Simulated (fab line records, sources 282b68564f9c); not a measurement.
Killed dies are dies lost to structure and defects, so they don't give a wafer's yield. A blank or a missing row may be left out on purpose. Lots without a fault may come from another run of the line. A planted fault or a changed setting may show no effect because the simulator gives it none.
Problem report in the 8D (eight disciplines) form, filled by code | flow rit_cmos | the parts of the form that need people (team, actions taken, sign-off) are left out

1. THE PROBLEM
GATE_OVL at RIT_GATE_OVL_MEAS_17 reads a mean of -150.1 nm on 12 wafers of 4 lots; wafers without a fault read -0.1 nm with a standard deviation of 1.1. That is -99 or more standard deviations from the usual mean.
First seen on wafer L910.2, day 5 19:00, on overlay-01. The record holds 48 wafers of 16 lots with a number at this step. Rule for "out", or "out of limits": more than 4 standard deviations from the usual mean. The other wafers with a number count as sound.

2. WHAT IT IS AND WHAT IT IS NOT
question                    | is                     | is not
which readings at this step | GATE_OVL               | -
which lots                  | L910, L912, L913, L914 | L896, L897, L898, L900, L901, L902, L903, L904, L905, L915, L916, L918
which wafers of those lots  | all that have a number | -
read on which gauges        | overlay-01, overlay-02 | -
when                        | from day 5 19:00       | up to then (27 sound wafers); but 9 sound wafers of L915, L916, L918 came after

3. SUSPECTS, AND WHAT RULES EACH OUT
Counting: a tool at a process step up to the reading stays a suspect if it ran every lot that is out and no sound lot after the first of them.
- the gauge at RIT_GATE_OVL_MEAS_17: ruled out. The wafers that are out were read on 2 gauges (overlay-01, overlay-02).
- iline_stepper-01 at RIT_GATE_EXPOSE_13 (exposes mask M6, target cd 150 nm): kept. It ran every lot that is out, first L910 (day 5 18:25), and no sound lot after that; its last sound lot up to then is L905 (day 4 15:31).
Left after counting: iline_stepper-01 at RIT_GATE_EXPOSE_13.

4. THE CAUSE (what the simulator had put in)
Scanner matching overlay: iline_stepper-01, from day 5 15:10 on, at RIT_GATE_EXPOSE_13. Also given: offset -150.
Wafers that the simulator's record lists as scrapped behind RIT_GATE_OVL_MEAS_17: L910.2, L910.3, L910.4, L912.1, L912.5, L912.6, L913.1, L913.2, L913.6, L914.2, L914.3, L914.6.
Counting left only this tool.

5. THE CHAIN OF EFFECTS, in route order
Each row: a reading whose mean over the struck wafers that have a number lies more than 3 standard deviations from the usual. Only readings for which the record gives a usual standard deviation are gone through. hours: the time from each lot's start at the first step in this table that gives one to its start at this step, as a median over the lots. sigmas: the change in usual standard deviations.
hours | step                 | reading  | usual   | on struck wafers | change | sigmas
0     | RIT_GATE_OVL_MEAS_17 | GATE_OVL | -0.1 nm | -150.1           | -150.0 | -99 or more

6. WHAT WOULD HAVE CAUGHT IT SOONER
In this record the first reading out of limits at a measuring or inspecting step was taken at day 5 19:00, 4 hours after the fault began at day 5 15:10.
Of the lots that are out (4), L912, L913, L914 began RIT_GATE_EXPOSE_13 on iline_stepper-01 after day 5 19:00. A hold on the tool at that time would have spared those 3.
